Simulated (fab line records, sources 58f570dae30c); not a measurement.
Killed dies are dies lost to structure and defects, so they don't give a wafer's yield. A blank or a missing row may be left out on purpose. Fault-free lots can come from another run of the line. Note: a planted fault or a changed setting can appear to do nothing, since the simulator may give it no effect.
Which of the tools did it?    flow berkeleyCmos170    42 wafers from 14 lots sampled at 4 of the route's 331 steps

## WHAT EACH GAUGE READ, for each wafer
UCB170_START_THK_MEAS_03. Usual: START_OXIDE_THK typically reads 20.1 nm, with standard deviation 0.32.
lot   measured     on            START_OXIDE_THK (nm)  flag
L740  day 1 13:36  filmMetro-04  19.5 19.8 20.0        
L743  day 2 06:23  filmMetro-04  20.4 20.6 20.5        
L744  day 2 10:47  filmMetro-03  19.7 19.6 19.5        
L747  day 3 02:25  filmMetro-04  19.9 19.6 19.5        
L748  day 3 05:23  filmMetro-03  20.2 20.5 20.1        
L749  day 3 10:47  filmMetro-01  19.9 19.8 19.9        
L750  day 3 15:24  filmMetro-03  20.5 19.9 20.3        
L751  day 3 18:38  filmMetro-04  20.4 20.3 19.9        
L752  day 3 23:40  filmMetro-04  19.8 20.2 20.0        
L755  day 4 20:09  filmMetro-04  19.7 19.4 20.0        
L758  day 5 07:38  filmMetro-04  20.2 20.3 20.6        
L760  day 5 17:55  filmMetro-01  20.2 20.1 20.0        
L762  day 6 04:22  filmMetro-03  19.8 19.6 19.9        
L763  day 6 08:51  filmMetro-04  20.0 19.9 19.7        

UCB170_M1_RS_MEAS_01: uses a four-point probe to measure. Usual: M1_AL_RS typically reads 0.0482 ohm/sq, with standard deviation 0.00041.
lot   measured      on            M1_AL_RS (ohm/sq)                          flag
L740  day 6 20:20   filmMetro-04  0.0486 0.0489 0.0488                       
L743  day 8 06:07   filmMetro-03  0.0489 0.0490 0.0491                       
L744  day 8 05:21   filmMetro-01  0.0482 0.0479 0.0485                       
L747  day 8 15:19   filmMetro-04  0.0480 0.0476 0.0478                       
L748  day 8 12:28   filmMetro-04  0.0483 0.0480 0.0483                       
L749  day 9 11:26   filmMetro-03  0.0485 0.0484 0.0486                       
L750  day 8 15:01   filmMetro-03  0.0480 0.0480 0.0480                       
L751  day 9 11:40   filmMetro-04  0.0481 0.0480 0.0479                       
L752  day 8 14:35   filmMetro-04  0.0486 0.0482 0.0479                       
L755  day 10 08:45  filmMetro-04  0.0480 0.0483 0.0480                       
L758  day 10 23:34  filmMetro-03  0.0481 0.0484 0.0483                       
L760  day 10 23:35  filmMetro-01  0.0330 0.0329 0.0331 0.0330 0.0329 0.0331  OFF
L762  day 11 07:48  filmMetro-01  0.0327 0.0326 0.0330 0.0327 0.0327 0.0329  OFF
L763  day 11 10:49  filmMetro-03  0.0485 0.0488 0.0484                       

UCB170_M2_CD_MEAS_15: the cd target is 700 nm. Usual: cdNm 700.1 nm, standard deviation 1.3.
lot   measured      on        cdNm (nm)          flag
L740  day 7 09:06   cdSem-01  701.5 700.8 701.4  
L743  day 8 20:15   cdSem-02  700.2 700.9 701.5  
L744  day 8 17:52   cdSem-02  700.1 701.1 700.6  
L747  day 9 01:44   cdSem-01  698.7 699.5 697.6  
L748  day 9 01:18   cdSem-02  698.9 699.3 697.5  
L749  day 10 01:50  cdSem-02  699.0 698.8 700.5  
L750  day 9 01:34   cdSem-02  700.3 701.5 702.0  
L751  day 10 01:44  cdSem-01  698.9 699.5 700.0  
L752  day 9 01:29   cdSem-01  700.2 700.4 701.5  
L755  day 10 21:38  cdSem-01  699.0 700.5 699.0  
L758  day 11 12:23  cdSem-01  699.8 697.8 698.5  
L763  day 11 20:32  cdSem-01  699.8 698.5 699.3  

## TOOL THAT RAN EACH LOT (tool first, then ch and the chambers of the sampled wafers, then the start)
lot   UCB170_M1_SPUTTER_00
L740  pvdSputter-03, day 6 20:17
L743  pvdSputter-03, day 8 06:01
L744  pvdSputter-04, day 8 05:17
L747  pvdSputter-02, day 8 15:15
L748  pvdSputter-02, day 8 12:23
L749  pvdSputter-03, day 9 11:21
L750  pvdSputter-03, day 8 14:57
L751  pvdSputter-02, day 9 11:37
L752  pvdSputter-04, day 8 14:31
L755  pvdSputter-03, day 10 08:40
L758  pvdSputter-04, day 10 23:30
L760  pvdSputter-03, day 10 23:30
L762  pvdSputter-03, day 11 07:44
L763  pvdSputter-02, day 11 10:43
- UCB170_M1_SPUTTER_00: material Al, target thk 600 nm, time 80 s.

## WHAT THE TOOLS THEMSELVES READ (means of the sampled wafers that have a number; where no wafer has one, the mark that the record gives instead)
UCB170_M1_SPUTTER_00. Usual: throttleValvePct 30.2 %, standard deviation 1.
lot   tool           throttleValvePct (%)  flag
L740  pvdSputter-03  30.0                  
L743  pvdSputter-03  30.2                  
L744  pvdSputter-04  30.6                  
L747  pvdSputter-02  30.2                  
L748  pvdSputter-02  30.9                  
L749  pvdSputter-03  30.7                  
L750  pvdSputter-03  30.0                  
L751  pvdSputter-02  30.8                  
L752  pvdSputter-04  30.0                  
L755  pvdSputter-03  30.6                  
L758  pvdSputter-04  29.0                  
L760  pvdSputter-03  29.6                  
L762  pvdSputter-03  30.0                  
L763  pvdSputter-02  31.2                  

## THE ANSWER, worked out from the rows above alone
Rule: take the mean of a lot's wafers that have a number; if it is more than 3 standard deviations from the usual mean, the lot is off. A lot without any number at a reading at which 4 lots or more have one is off too. Any other lot the step has rows for is counted as sound. The gauges are gone through in route order, then the tools' own readings, and for those a lot's mean is taken as printed above. At the first step where some lot is off, the reading lying furthest off is the one used; lots without a number count as furthest.
Off: at UCB170_M1_RS_MEAS_01 (M1_AL_RS), L760, L762.
A tool fits if, at a process step before that reading, it ran every lot that is off, and no sound lot after the first of them. The gauges at UCB170_M1_RS_MEAS_01 are tried like those tools. This does not decide it: 2 tools fit, namely pvdSputter-03 at UCB170_M1_SPUTTER_00 and filmMetro-01 at UCB170_M1_RS_MEAS_01.

## WHAT HAD BEEN PUT IN BY THE SIMULATOR
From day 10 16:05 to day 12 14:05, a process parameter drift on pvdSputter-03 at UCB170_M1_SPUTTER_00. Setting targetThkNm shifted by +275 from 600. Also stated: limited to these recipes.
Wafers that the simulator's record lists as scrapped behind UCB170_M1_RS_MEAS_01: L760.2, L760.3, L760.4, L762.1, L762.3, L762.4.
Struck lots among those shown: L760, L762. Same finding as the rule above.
